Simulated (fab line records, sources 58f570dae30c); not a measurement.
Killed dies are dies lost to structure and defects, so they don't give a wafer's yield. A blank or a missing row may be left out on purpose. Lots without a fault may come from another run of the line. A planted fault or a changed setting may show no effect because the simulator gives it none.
Split-lot experiment | flow berkeley_cmos170 | 5 lots, 23 wafers read, on a route of 331 steps

THE SPLIT
At UCB170_M3_PEB_13, the setting peb_temp_c was moved away from the recipe's 130 C on 8 of the 23 wafers read, by +0.9% to +2.0%. The other wafers ran this setting at the recipe's value.

FROM THE SPLIT TO THE READING: what the file shows between them, 5 steps
- UCB170_M3_DEVELOP_14: develop time 45 s
- UCB170_M3_CD_MEAS_15: target cd 700 nm
- UCB170_M3_ETCH_17: etches BARC in N2/H2
- UCB170_M3_METAL_ETCH_18: etches Al in Cl2/BCl3, stops on SiO2, target depth 1170 nm, time 195 s (also split here: over_etch_frac)
- UCB170_M3_STRIP_19: strips in O2

THE READING
cd_nm, in nm, at UCB170_M3_CD_MEAS_90 (target cd 700 nm). Fault-free wafers of this fab line usually give 699.9 nm, standard deviation 2.5 nm.

wafer  | tool, chamber at the split | peb_temp_c as run, C | against the recipe | cd_nm, nm | against lot-mates on the recipe
L077.1 | litho_track-04, 0          | 131.2                | +0.9%              | 695.3     | -7.0
L077.2 | litho_track-04, 0          | 130                  | recipe             | 702.9     | -
L077.3 | litho_track-04, 0          | 131.2                | +0.9%              | 696.4     | -5.9
L077.4 | litho_track-04, 0          | 130                  | recipe             | 701.9     | -
L077.6 | litho_track-04, 0          | 130                  | recipe             | 702.0     | -
L075.2 | litho_track-03, 0          | 132.6                | +2.0%              | 685.1     | -15.4
L075.3 | litho_track-03, 0          | 130                  | recipe             | 701.7     | -
L075.4 | litho_track-03, 0          | 132.6                | +2.0%              | 686.7     | -13.8
L075.5 | litho_track-03, 0          | 132.6                | +2.0%              | 685.9     | -14.6
L075.6 | litho_track-03, 0          | 130                  | recipe             | 699.4     | -
L078.1 | litho_track-04, 0          | 130                  | recipe             | 694.9     | -
L078.2 | litho_track-04, 0          | 130                  | recipe             | 696.7     | -
L078.3 | litho_track-04, 0          | 130                  | recipe             | 697.7     | -
L078.4 | litho_track-04, 0          | 130                  | recipe             | 698.7     | -
L078.5 | litho_track-04, 0          | 130                  | recipe             | 696.4     | -
L081.3 | litho_track-01, 0          | 130                  | recipe             | 699.9     | -
L081.5 | litho_track-01, 0          | 130                  | recipe             | 700.6     | -
L081.6 | litho_track-01, 0          | 130                  | recipe             | 702.7     | -
L085.1 | litho_track-01, 0          | 131.4                | +1.1%              | 695.2     | -6.0
L085.2 | litho_track-01, 0          | 130                  | recipe             | 700.1     | -
L085.3 | litho_track-01, 0          | 131.4                | +1.1%              | 691.1     | -10.1
L085.5 | litho_track-01, 0          | 130                  | recipe             | 702.4     | -
L085.6 | litho_track-01, 0          | 131.4                | +1.1%              | 692.0     | -9.2

THE FIT
A straight line over all 23 wafers: cd_nm changes by -6.74 nm for each +1% of peb_temp_c; r = -0.91; the points scatter about the line by 2.3 nm.
The same after taking each lot's own level away (the mean of its wafers on the recipe; 23 wafers): -7.39 nm for each +1%; r = -0.98; scatter 1.2 nm.
On that fit, the largest move of peb_temp_c shifts the reading by 15 nm.
The lots' own levels span 696.88 to 702.27 nm, that is 2.2 times the standard deviation above.
So the lot-to-lot level changes the slope little: the two slopes agree.
Check: with one of the wafers moved furthest among these (+2.0%) left out of the fit, the line predicts -14.6 nm for it against its lot-mates. It came out at -15.4 nm against them.

OTHER SPLITS ON THESE WAFERS
These wafers also went through other splits before the reading. Each is held against what the fit with the lots' levels taken away leaves over:
other split on the same wafers         | wafers away from the commonest value | r with cd_nm (lot level and that fit taken away)
UCB170_M3_METAL_ETCH_18 over_etch_frac | 5                                    | -0.15

THE WHOLE CHAIN: every reading that the file lists as answering this split, in the file's order
step                    | what it does                                                           | reading                                                   | change (the file's fit)              | r (the file's)
UCB170_M3_CD_MEAS_15    | target cd 700 nm                                                       | cd_nm                                                     | -8.05 nm for each +1% of the setting | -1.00
UCB170_M3_ETCH_17       | etches BARC in N2/H2                                                   | M3.cd_nm (the simulator's own value, which no gauge read) | -7.48 nm for each +1% of the setting | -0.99
UCB170_M3_METAL_ETCH_18 | etches Al in Cl2/BCl3, stops on SiO2, target depth 1170 nm, time 195 s | M3.cd_nm (the simulator's own value, which no gauge read) | -7.36 nm for each +1% of the setting | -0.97
UCB170_M3_CD_MEAS_90    | target cd 700 nm                                                       | cd_nm                                                     | -7.4 nm for each +1% of the setting  | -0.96

THE FILE'S OWN FIT
cd_nm changes by -7.4 nm for each +1% of peb_temp_c, r = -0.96.
